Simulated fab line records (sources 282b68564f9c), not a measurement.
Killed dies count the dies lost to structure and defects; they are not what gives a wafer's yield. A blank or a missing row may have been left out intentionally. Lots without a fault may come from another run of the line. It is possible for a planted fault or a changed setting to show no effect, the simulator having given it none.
fab line records    flow rit-cmos
record: lots: 6  wafers: 18  last-day: 7
route steps=202 shown ACTIVE@1 FOX1@20 FOX2@23 M1@202
lots that met no fault: from a run of the same line without faults
start-h: hours from the record's opening day to when the first of the lot's shown wafers began    wait-h: hours elapsed since this lot's preceding step    " the same as in the row above    L1.1+2: several wafers, shown together as one row    - either no value or no given start    * or withheld: withheld    < > ~ a bound
route shown NAME@n: a module of which the file shows steps, and the number in the route of the first    usual: mean/standard deviation taken from wafers without a fault    same: alike in all rows    chamber/n: place in a boat    sites: readings site by site    _std_site: the values' standard deviation    _edge_site: the outer-site mean with the inner-site mean subtracted    radius-mm: for every site, how far away it sits from the centre of the wafer    mask NAME#n: copy n    behind: the tool/chamber that last shaped the wafer    hold: why the lot was held/for how many hours/how that ended    device: the transistor (n, p or np) that didn't switch    end of line: tests run on the same wafers once the route is complete    where a step has no rows: the recipe by itself    killed: dies that structure and defects cost at the first sort, which is not the same as the wafer's yield    map: dies across one wafer; x = killed, . = not, _ = none there
set.NAME: the setting that was run; set.NAME@STEP: the one run at that earlier step    model.NAME: the simulator's own value behind a step, which no gauge read
lots seen at some steps along the route; tables by step, rows by wafer
services: when a tool's chamber went out of use (start-h, in hours from the record's first day, below 0 if earlier), for how many hours, and the reason
== steps ==
step: RIT_ACTIVE_BOW_MEAS_00
recipe: mode: bow
usual: INCOMING_BOW: 0/6.3
lot.wafer  tool           chamber  start-h  wait-h  INCOMING_BOW[um]
L364.4     film-metro-03  -        55.06    -       5
L364.5     "              -        "        "       6
L364.6     "              -        "        "       12
L366.1     film-metro-01  -        65.00    -       -5
L366.3     "              -        "        "       -3
L366.6     "              -        "        "       7
L369.1     film-metro-01  -        80.00    -       -3
L369.4     "              -        "        "       -6
L369.6     "              -        "        "       10
L376.2     film-metro-01  -        115.02   -       -9
L376.4     "              -        "        "       2
L376.6     "              -        "        "       7
L377.3     film-metro-03  -        120.04   -       4
L377.5     "              -        "        "       -6
L377.6     "              -        "        "       9
L378.1     film-metro-01  -        125.00   -       -4
L378.4     "              -        "        "       5
L378.5     "              -        "        "       -4
step: RIT_ACTIVE_OXIDATION_01
recipe: temp-c: 1000  ambient: O2  target-thk-a: 468  ox-time-s: 3360
usual: spike-tc-centre-C: 1002.7/1.1  spike-tc-load-C: 1027/3.6  spike-tc-source-C: 1022/3.6  tube-center-temp-C: 1000/0.095  tube_center_temp_C_max: 1002.6/0.43
same: ox-time-s: 3360
lot.wafer  tool        chamber  start-h  wait-h  spike-tc-centre-C  spike-tc-load-C  spike-tc-source-C  tube-center-temp-C  tube_center_temp_C_max  model.SiO2_of_ACTIVE_OXIDATION_01.thk-nm
L364.4     furnace-04  0        56.00    0.9     1001.3             1024             1023               999.98              1001.8                  47.99
L364.5     "           0        "        "       1001.7             1024             1023               999.86              1002.1                  47.39
L364.6     "           0        "        "       1003.7             1023             1021               1000                1002.7                  47.99
L366.1     furnace-03  0        65.65    0.6     1003.4             1030             1029               1000                1002.3                  48.39
L366.3     "           0        "        "       1003.7             1032             1028               999.97              1002.6                  47.65
L366.6     "           0        "        "       1005.0             1032             1029               999.96              1002.2                  48.23
L369.1     furnace-03  0        80.12    0.1     1018.4             1046             1042               1014.8              1017.5                  54.81
L369.4     "           0        "        "       1017.4             1048             1044               1015                1017.3                  55.07
L369.6     "           0        "        "       1018.2             1046             1044               1015.1              1017.0                  55.45
L376.2     furnace-03  0        115.48   0.4     1018.0             1048             1042               1015.1              1017.6                  52.86
L376.4     "           0        "        "       1017.6             1047             1042               1014.9              1018.6                  52.68
L376.6     "           0        "        "       1017.8             1049             1041               1014.9              1017.5                  52.45
L377.3     furnace-01  0        120.50   0.4     1003.2             1026             1020               1000                1002.6                  47.3
L377.5     "           0        "        "       1000.9             1025             1018               1000.1              1003.3                  47.48
L377.6     "           0        "        "       1002.0             1027             1017               1000.2              1003.2                  47.41
L378.1     furnace-01  0        125.88   0.9     1002.3             1026             1020               1000                1002.8                  46.25
L378.4     "           0        "        "       1001.9             1026             1021               1000                1002.2                  46.06
L378.5     "           0        "        "       1003.1             1028             1019               999.92              1002.2                  46.39
step: RIT_ACTIVE_THK_MEAS_02
recipe: reads: SiO2_of_ACTIVE_OXIDATION_01
usual: ACTIVE_OXIDE_THK: 46.8/0.8
lot.wafer  tool           chamber  start-h  wait-h  ACTIVE_OXIDE_THK[nm]
L364.4     film-metro-02  -        57.96    0.0     48.1
L364.5     "              -        "        "       47.4
L364.6     "              -        "        "       48.0
L366.1     film-metro-03  -        67.58    0.0     48.4
L366.3     "              -        "        "       47.7
L366.6     "              -        "        "       48.3
L369.1     film-metro-03  -        82.05    0.0     54.8
L369.4     "              -        "        "       55.1
L369.6     "              -        "        "       55.4
L376.2     film-metro-01  -        117.43   0.0     52.8
L376.4     "              -        "        "       52.7
L376.6     "              -        "        "       52.4
L377.3     film-metro-01  -        122.45   0.0     47.3
L377.5     "              -        "        "       47.5
L377.6     "              -        "        "       47.4
L378.1     film-metro-01  -        127.82   0.0     46.2
L378.4     "              -        "        "       46.1
L378.5     "              -        "        "       46.4
step: RIT_ACTIVE_CVD_03
recipe: material: Si3N4  target-thk-nm: 150  temp-c: 810  precursor: SiH2Cl2/NH3  time-s: 1500  pressure-mtorr: 300  sih2cl2-flow-sccm: 60  nh3-flow-sccm: 150
step: RIT_ACTIVE_THK_MEAS_04
recipe: reads: Si3N4_of_ACTIVE_CVD_03
usual: ACTIVE_NITRIDE_THK: 149.7/1.4
lot.wafer  tool           chamber  start-h  wait-h  ACTIVE_NITRIDE_THK[nm]
L364.4     film-metro-03  -        62.39    0.0     147.8
L364.5     "              -        "        "       149.1
L364.6     "              -        "        "       148.0
L366.1     film-metro-01  -        69.06    0.0     147.7
L366.3     "              -        "        "       149.9
L366.6     "              -        "        "       149.6
L369.1     film-metro-03  -        83.53    0.0     151.5
L369.4     "              -        "        "       150.8
L369.6     "              -        "        "       150.7
L376.2     film-metro-02  -        120.10   0.0     148.4
L376.4     "              -        "        "       147.6
L376.6     "              -        "        "       149.0
L377.3     film-metro-03  -        123.93   0.0     149.9
L377.5     "              -        "        "       150.5
L377.6     "              -        "        "       150.3
L378.1     film-metro-03  -        129.29   0.0     150.6
L378.4     "              -        "        "       150.3
L378.5     "              -        "        "       151.7
step: RIT_ACTIVE_HMDS_05
recipe: prime-time-s: 60  prime-temp-c: 140
step: RIT_ACTIVE_COAT_06
recipe: resist: NOVOLAK  spin-rpm: 3250  resist-thk-nm: 1000
step: RIT_ACTIVE_SOFTBAKE_07
recipe: resist: NOVOLAK  temp-c: 90  time-s: 60
step: RIT_ACTIVE_EXPOSE_08
recipe: mask-id: M1  na: 0.6  source-shape: conventional  sigma-outer: 0.6  target-cd-nm: 1400  dose-mj: 225
step: RIT_ACTIVE_PEB_09
recipe: resist: NOVOLAK  temp-c: withheld  time-s: withheld
step: RIT_ACTIVE_DEVELOP_10
recipe: resist: NOVOLAK  develop-time-s: 50  dev-temp-c: 23
step: RIT_ACTIVE_CD_MEAS_11
recipe: target-cd-nm: 1400
usual: cd-nm: 1400.2/2
lot.wafer  tool       chamber  start-h  wait-h  cd-nm
L364.4     cd-sem-01  -        63.33    -       1398.5
L364.5     "          -        "        "       1398.3
L364.6     "          -        "        "       1396.5
L366.1     cd-sem-01  -        69.97    -       1397.0
L366.3     "          -        "        "       1398.9
L366.6     "          -        "        "       1399.6
L369.1     cd-sem-02  -        84.44    -       1400.9
L369.4     "          -        "        "       1404.7
L369.6     "          -        "        "       1403.0
L376.2     cd-sem-01  -        121.02   -       1395.3
L376.4     "          -        "        "       1398.8
L376.6     "          -        "        "       1397.3
L377.3     cd-sem-02  -        124.86   -       1403.0
L377.5     "          -        "        "       1403.2
L377.6     "          -        "        "       1401.0
L378.1     cd-sem-01  -        130.20   -       1402.4
L378.4     "          -        "        "       1403.3
L378.5     "          -        "        "       1400.4
step: RIT_ACTIVE_HARDBAKE_12
recipe: resist: NOVOLAK  temp-c: 140  time-s: 60
step: RIT_ACTIVE_ETCH_13
recipe: stop-on: SiO2  chemistry: SF6  target: Si3N4  time-s: 210  over-etch-frac: 0.4  SF6_flow_sccm: 200  pressure-mtorr: 260  rf-w: 125  target-depth-a: 2100
usual: SF6_flow_sccm: 200.0/0.59  drypump-motor-current-A: 5.9/0.49  oes-product-au: 0.818/0.014  throttle-valve-pct: 7.47/0.15
lot.wafer  tool         chamber  start-h  wait-h  SF6_flow_sccm  drypump-motor-current-A  oes-product-au  rf-hours-counter-h  throttle-valve-pct
L364.4     rie-diel-01  3        63.54    0.1     199.7          5.9                      0.815           114                 7.28
L364.5     "            0        "        "       200.0          6.3                      0.805           -                   7.52
L364.6     "            3        "        "       199.8          5.9                      0.817           -                   7.29
L366.1     rie-diel-04  2        70.24    0.1     199.2          5.4                      0.841           96                  7.72
L366.3     "            1        "        "       198.8          5.7                      0.814           32                  7.42
L366.6     "            3        "        "       200.9          6.1                      0.811           -                   7.73
L369.1     rie-diel-04  3        84.71    0.1     199.9          6.1                      0.824           92                  7.73
L369.4     "            1        "        "       199.5          5.8                      0.819           -                   7.42
L369.6     "            0        "        "       200.8          4.7                      0.802           -                   7.42
L376.2     rie-diel-03  2        121.27   0.1     200.9          6.3                      0.800           136                 7.44
L376.4     "            0        "        "       200.0          5.7                      0.798           138                 7.29
L376.6     "            2        "        "       199.3          6.3                      0.801           -                   7.42
L377.3     rie-diel-04  3        125.09   0.1     199.2          6.1                      0.817           93                  7.76
L377.5     "            2        "        "       200.9          5.4                      0.848           -                   7.73
L377.6     "            1        "        "       199.6          5.8                      0.821           -                   7.43
L378.1     rie-diel-01  3        130.47   0.1     200.0          5.9                      0.809           116                 7.27
L378.4     "            0        "        "       200.2          6.3                      0.812           9                   7.52
L378.5     "            0        "        "       201.1          6.3                      0.813           -                   7.51
step: RIT_ACTIVE_STRIP_14
recipe: chemistry: O2  time-s: 180  resist: NOVOLAK  platen-temp-c: withheld  power-w: 500  pressure-mtorr: 4000  o2-flow-sccm: 4000
usual: drypump-motor-current-A: 6.06/0.29
lot.wafer  tool             chamber  start-h  wait-h  drypump-motor-current-A  rf-hours-counter-h
L364.4     plasma-asher-04  0        63.73    0.1     6.01                     -
L364.5     "                1        "        "       6.11                     -
L364.6     "                0        "        "       6.02                     -
L366.1     plasma-asher-04  0        70.37    0.1     6.01                     29
L366.3     "                0        "        "       6.02                     -
L366.6     "                1        "        "       6.15                     -
L369.1     plasma-asher-04  0        84.84    0.1     6.02                     31
L369.4     "                0        "        "       6.02                     -
L369.6     "                1        "        "       6.12                     -
L376.2     plasma-asher-04  1        121.41   0.1     6.12                     35
L376.4     "                0        "        "       6.03                     -
L376.6     "                0        "        "       6.05                     -
L377.3     plasma-asher-01  1        125.28   0.1     5.89                     -
L377.5     "                0        "        "       6.33                     -
L377.6     "                1        "        "       5.91                     -
L378.1     plasma-asher-04  1        130.61   0.1     6.12                     36
L378.4     "                1        "        "       6.15                     -
L378.5     "                1        "        "       6.14                     -
step: RIT_ACTIVE_CD_MEAS_90
recipe: target-cd-nm: 1400
usual: cd-nm: 1400.2/2
lot.wafer  tool       chamber  start-h  wait-h  cd-nm
L364.4     cd-sem-02  -        63.91    0.1     1398.6
L364.5     "          -        "        "       1398.7
L364.6     "          -        "        "       1396.1
L366.1     cd-sem-01  -        70.55    0.1     1397.0
L366.3     "          -        "        "       1399.0
L366.6     "          -        "        "       1399.2
L369.1     cd-sem-02  -        85.02    0.1     1401.1
L369.4     "          -        "        "       1404.9
L369.6     "          -        "        "       1402.8
L376.2     cd-sem-02  -        121.60   0.1     1395.2
L376.4     "          -        "        "       1399.4
L376.6     "          -        "        "       1397.4
L377.3     cd-sem-01  -        125.44   0.1     1403.5
L377.5     "          -        "        "       1403.3
L377.6     "          -        "        "       1401.2
L378.1     cd-sem-02  -        130.78   0.1     1401.9
L378.4     "          -        "        "       1403.1
L378.5     "          -        "        "       1400.4
step: RIT_ACTIVE_CLEAN_15
recipe: chemistry: SC1  mix: 3:3:50  time-s: 600  temp-c: 75
step: RIT_ACTIVE_CLEAN_16
recipe: chemistry: dHF  dilution: 50:1  time-s: 30
step: RIT_ACTIVE_CLEAN_17
recipe: chemistry: SC2  mix: 3:3:50  time-s: 600  temp-c: 75  dry: n2-spin
step: RIT_FOX1_OXIDATION_00
recipe: temp-c: 1100  ambient: H2O  target-thk-a: 3507  p-h2o-torr: 720  ox-time-s: 1130
step: RIT_FOX1_THK_MEAS_01
recipe: reads: SiO2_of_FOX1_OXIDATION_00
usual: FOX1_OXIDE_THK: 352/6.8
lot.wafer  tool           chamber  start-h  wait-h  FOX1_OXIDE_THK[nm]
L364.4     film-metro-01  -        65.68    0.0     358
L364.5     "              -        "        "       354
L364.6     "              -        "        "       352
L366.1     film-metro-04  -        72.35    0.0     350
L366.3     "              -        "        "       346
L366.6     "              -        "        "       343
L369.1     film-metro-01  -        87.80    0.0     352
L369.4     "              -        "        "       363
L369.6     "              -        "        "       358
L376.2     film-metro-01  -        123.95   0.0     363
L376.4     "              -        "        "       358
L376.6     "              -        "        "       360
L377.3     film-metro-04  -        128.14   0.0     345
L377.5     "              -        "        "       351
L377.6     "              -        "        "       349
L378.1     film-metro-04  -        133.79   0.0     358
L378.4     "              -        "        "       358
L378.5     "              -        "        "       355
step: RIT_FOX1_WET_ETCH_02
recipe: chemistry: BOE  target-depth-nm: 350  time-s: 390  temp-c: 21.5  dry: n2-spin  dilution: 10:1  target: SiO2
step: RIT_FOX2_OXIDATION_00
recipe: temp-c: 1100  ambient: H2O  target-thk-a: 3507  p-h2o-torr: 720  ox-time-s: 1130
step: RIT_FOX2_THK_MEAS_01
recipe: reads: SiO2_of_FOX2_OXIDATION_00
usual: FOX2_OXIDE_THK: 350/5.6
lot.wafer  tool           chamber  start-h  wait-h  FOX2_OXIDE_THK[nm]
L364.4     film-metro-04  -        67.18    0.0     351
L364.5     "              -        "        "       353
L364.6     "              -        "        "       350
L366.1     film-metro-02  -        73.84    0.0     352
L366.3     "              -        "        "       349
L366.6     "              -        "        "       343
L369.1     film-metro-04  -        90.30    0.0     359
L369.4     "              -        "        "       356
L369.6     "              -        "        "       360
L376.2     film-metro-04  -        125.64   0.0     346
L376.4     "              -        "        "       343
L376.6     "              -        "        "       345
L377.3     film-metro-04  -        129.64   0.0     351
L377.5     "              -        "        "       349
L377.6     "              -        "        "       346
L378.1     film-metro-04  -        135.77   0.0     348
L378.4     "              -        "        "       352
L378.5     "              -        "        "       355
step: RIT_FOX2_CLEAN_02
recipe: chemistry: dHF  dilution: 50:1  time-s: 180
step: RIT_FOX2_WET_ETCH_03
recipe: chemistry: H3PO4  target: Si3N4  target-depth-nm: 195  temp-c: 165  time-s: 2700
usual: bath-guard-temp-C: 165.0/0.53
lot.wafer  tool          chamber  start-h  wait-h  bath-guard-temp-C  model.SiO2_of_ACTIVE_OXIDATION_01.thk-nm
L364.4     wet-bench-01  0        67.27    0.0     165.7              42.57
L364.5     "             0        "        "       165.9              42.16
L364.6     "             0        "        "       166.0              42.51
L366.1     wet-bench-02  1        73.96    0.0     164.8              42.84
L366.3     "             1        "        "       164.9              42.42
L366.6     "             1        "        "       164.8              42.99
L369.1     wet-bench-04  2        90.42    0.0     165.4              48.85
L369.4     "             2        "        "       165.5              49
L369.6     "             2        "        "       165.6              49.42
L376.2     wet-bench-01  1        125.75   0.0     164.3              47.15
L376.4     "             1        "        "       164.2              46.97
L376.6     "             1        "        "       164.4              46.78
L377.3     wet-bench-01  0        129.74   0.0     165.9              42.16
L377.5     "             0        "        "       165.5              42.01
L377.6     "             0        "        "       165.8              42.22
L378.1     wet-bench-04  3        135.90   0.0     164.8              41.04
L378.4     "             3        "        "       164.9              41
L378.5     "             3        "        "       164.9              41.31
step: RIT_FOX2_THK_MEAS_90
recipe: reads: SiO2_of_FOX2_OXIDATION_00
usual: FIELD_OXIDE_LEFT_1_THK: 323/5.6
lot.wafer  tool           chamber  start-h  wait-h  FIELD_OXIDE_LEFT_1_THK[nm]
L364.4     film-metro-04  -        68.06    0.0     324
L364.5     "              -        "        "       326
L364.6     "              -        "        "       323
L366.1     film-metro-03  -        74.71    0.0     325
L366.3     "              -        "        "       322
L366.6     "              -        "        "       316
L369.1     film-metro-03  -        91.17    0.0     332
L369.4     "              -        "        "       329
L369.6     "              -        "        "       333
L376.2     film-metro-04  -        126.52   0.0     319
L376.4     "              -        "        "       316
L376.6     "              -        "        "       318
L377.3     film-metro-02  -        130.52   0.0     324
L377.5     "              -        "        "       322
L377.6     "              -        "        "       319
L378.1     film-metro-02  -        137.56   0.0     320
L378.4     "              -        "        "       324
L378.5     "              -        "        "       328
step: RIT_M1_PROBE_99
usual: killed-at-contacts: 0.1/0.34  killed-at-front-end: 6.9/2.8  killed-dies: 7.1/2.8  killed-on-rim: 1.8/1.3  killed-open: 3.4/1.9  killed-short: 3.6/1.7
same: gross-dies: 264  killed_at_M0_to_M3: 0  killed_at_M4_up: 0  killed-at-back-side: 0  killed-at-other: 0
lot.wafer  tool       chamber  start-h  wait-h  killed-at-contacts  killed-at-front-end  killed-dies  killed-on-rim  killed-open  killed-short  model.etest.nldd.width-nm  model.etest.pldd.width-nm  model.etest.pplus-sal.width-nm  model.etest.nplus-sal.width-nm  model.etest.nmos-narrow.drive-ua-um  model.etest.pmos-narrow.drive-ua-um
L364.4     prober-02  -        107.58   0.2     0                   2                    2            0              1            1             3144                       3161                       3419                            3421                            217.1                                96.56
L364.5     prober-02  -        107.63   0.2     0                   14                   14           2              7            7             3150                       3149                       3430                            3431                            222.6                                98.37
L364.6     prober-02  -        107.68   0.2     1                   6                    7            2              3            4             3168                       3151                       3433                            3428                            215.3                                95.02
L366.1     prober-02  -        114.14   0.1     0                   6                    6            1              3            3             3143                       3134                       3415                            3439                            220.7                                100.6
L366.3     prober-02  -        114.24   0.2     0                   3                    3            1              1            2             3177                       3172                       3438                            3442                            223.9                                98.27
L366.6     prober-02  -        114.39   0.2     0                   6                    6            3              3            2             3176                       3173                       3453                            3449                            225.3                                99.54
L369.1     prober-01  -        129.98   0.1     0                   2                    2            1              0            2             3067                       3086                       3401                            3390                            203.4                                91.29
L369.4     prober-01  -        130.13   0.2     0                   1                    1            1              1            0             3067                       3062                       3387                            3394                            192                                  88.82
L369.6     prober-01  -        130.23   0.2     0                   11                   11           4              6            5             3058                       3057                       3386                            3392                            193                                  86.37
L376.2     prober-01  -        165.92   0.1     0                   12                   12           3              7            5             3102                       3089                       3388                            3389                            202.1                                91.25
L376.4     prober-01  -        166.02   0.2     0                   6                    6            3              4            2             3134                       3110                       3432                            3400                            204.4                                92.74
L376.6     prober-01  -        166.12   0.2     0                   15                   15           2              6            9             3109                       3112                       3406                            3410                            201.1                                89.57
L377.3     prober-02  -        173.38   0.2     0                   10                   10           2              5            5             3173                       3201                       3440                            3432                            225.6                                104.3
L377.5     prober-02  -        173.48   0.2     1                   9                    10           3              5            5             3175                       3179                       3451                            3450                            223.6                                103.1
L377.6     prober-02  -        173.53   0.2     0                   9                    9            4              6            3             3186                       3168                       3476                            3450                            224.5                                105.1
L378.1     prober-01  -        176.67   0.1     0                   7                    7            0              4            3             3180                       3178                       3456                            3460                            225.5                                101.4
L378.4     prober-01  -        176.82   0.2     0                   8                    8            3              6            2             3189                       3184                       3430                            3431                            223.4                                100
L378.5     prober-01  -        176.87   0.2     0                   13                   13           3              6            7             3168                       3161                       3447                            3444                            223.7                                101.4
killed by level:class
L364.4 GATE:geometric-particle:short=1 GATE:geometric-particle:open=1
L364.5 FOX1:geometric-particle:short=2 GATE:geometric-particle:open=2 SPACER:geometric-particle:open=2 SILICIDE:geometric-particle:short=2 FOX1:geometric-particle:open=1 FOX2:geometric-particle:open=1 GATE:geometric-particle:short=1 REOX:geometric-particle:open=1
L364.6 GATE:geometric-particle:short=2 SILICIDE:geometric-particle:open=2 GATE:geometric-particle:open=1 REOX:geometric-particle:short=1 CONTACT:geometric-particle:short=1
L366.1 GATE:geometric-particle:short=2 GATE:geometric-particle:open=2 FOX1:geometric-particle:short=1 FOX1:geometric-particle:open=1
L366.3 REOX:geometric-particle:open=1 REOX:geometric-particle:short=1 SPACER:geometric-particle:short=1
L366.6 GATE:geometric-particle:open=2 GATE:geometric-particle:short=1 SPACER:geometric-particle:open=1 SPACER:geometric-particle:short=1 PSD:coat-microbubble-printed=1
L369.1 FOX1:geometric-particle:short=1 GATE:geometric-particle:short=1
L369.4 GATE:geometric-particle:open=1
L369.6 GATE:geometric-particle:short=4 GATE:geometric-particle:open=3 SPACER:geometric-particle:open=3 SPACER:geometric-particle:short=1
L376.2 GATE:geometric-particle:open=3 FOX1:geometric-particle:short=2 GATE:geometric-particle:short=2 REOX:geometric-particle:open=2 FOX1:geometric-particle:open=1 REOX:geometric-particle:short=1 SILICIDE:geometric-particle:open=1
L376.4 REOX:geometric-particle:open=2 SILICIDE:geometric-particle:short=1 GATE:geometric-particle:short=1 GATE:geometric-particle:open=1 SPACER:geometric-particle:open=1
L376.6 GATE:geometric-particle:short=6 GATE:geometric-particle:open=3 FOX2:geometric-particle:open=2 FOX1:geometric-particle:short=1 FOX1:geometric-particle:open=1 SPACER:geometric-particle:short=1 SILICIDE:geometric-particle:short=1
L377.3 GATE:geometric-particle:short=3 GATE:geometric-particle:open=2 SILICIDE:geometric-particle:open=2 FOX1:geometric-particle:short=1 SPACER:geometric-particle:open=1 SILICIDE:geometric-particle:short=1
L377.5 GATE:geometric-particle:open=4 FOX2:geometric-particle:short=2 GATE:geometric-particle:short=1 SPACER:geometric-particle:short=1 SILICIDE:geometric-particle:open=1 CONTACT:geometric-particle:short=1
L377.6 GATE:geometric-particle:open=4 GATE:geometric-particle:short=2 REOX:geometric-particle:open=1 SILICIDE:geometric-particle:open=1 SILICIDE:geometric-particle:short=1
L378.1 GATE:geometric-particle:short=2 FOX1:geometric-particle:open=1 FOX1:geometric-particle:short=1 REOX:geometric-particle:open=1 SPACER:geometric-particle:open=1 SILICIDE:geometric-particle:open=1
L378.4 REOX:geometric-particle:open=2 SILICIDE:geometric-particle:open=2 FOX1:geometric-particle:open=1 FOX1:geometric-particle:short=1 GATE:geometric-particle:open=1 SILICIDE:geometric-particle:short=1
L378.5 GATE:geometric-particle:short=3 GATE:geometric-particle:open=3 FOX1:geometric-particle:open=2 FOX2:geometric-particle:short=2 FOX1:geometric-particle:short=1 REOX:geometric-particle:open=1 REOX:geometric-particle:short=1
== services ==
tool             chamber  start-h  hours  kind
rie-diel-04      3        44.83    3.5    repair
furnace-03       -        49.35    3.3    pm
rie-diel-03      -        70.76    10.0   pm
rie-diel-04      2        79.64    9.2    repair
rie-diel-01      -        83.07    0.5    repair
rie-diel-03      0        87.35    15.6   repair
rie-diel-01      -        94.23    0.4    repair
rie-diel-04      1        96.51    3.7    repair
wet-bench-01     -        102.91   1.9    pm
furnace-03       -        105.20   3.5    pm
plasma-asher-01  -        111.83   4.1    repair
furnace-03       -        120.08   1.6    pm
== key ==
first-sign: step: RIT_ACTIVE_OXIDATION_01  reading: tube-center-temp-C  direction: up  sigmas: 99+  usual: *  struck: *
effect: step: RIT_ACTIVE_OXIDATION_01  reading: tube_center_temp_C_max  direction: up  sigmas: 35  usual: *  struck: *
effect: step: RIT_ACTIVE_THK_MEAS_02  reading: ACTIVE_OXIDE_THK  direction: up  sigmas: 8.8  usual: 46.8  struck: 53.9
model-effect: step: RIT_ACTIVE_OXIDATION_01  value: SiO2_of_ACTIVE_OXIDATION_01.thk-nm  without: 46.67  struck: 53.89
model-effect: step: RIT_FOX2_WET_ETCH_03  value: SiO2_of_ACTIVE_OXIDATION_01.thk-nm  without: 41.59  struck: 48.03
model-effect: step: RIT_M1_PROBE_99  value: etest.nldd.width-nm  without: 3170  struck: 3090
met-at RIT_ACTIVE_OXIDATION_01
struck-wafers L369.1,L369.4,L369.6,L376.2,L376.4,L376.6
tester-left-out L369,L376
onset-between 65.65 80.12
fault: kind: process-parameter-drift  tool: furnace-03  chamber: -  onset-h: 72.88  steps: RIT_ACTIVE_OXIDATION_01  channel: temp-c  offset: *  shape: step  end-h: 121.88  acts-in: *  stated: *
tester-left-out: of these lots the tester's yield and bins aren't shown, on N5 and GAA mostly nor the transistor test; their killed dies are dies lost to structure and defects alone, not to doping, threshold or leakage, so they don't give the yield
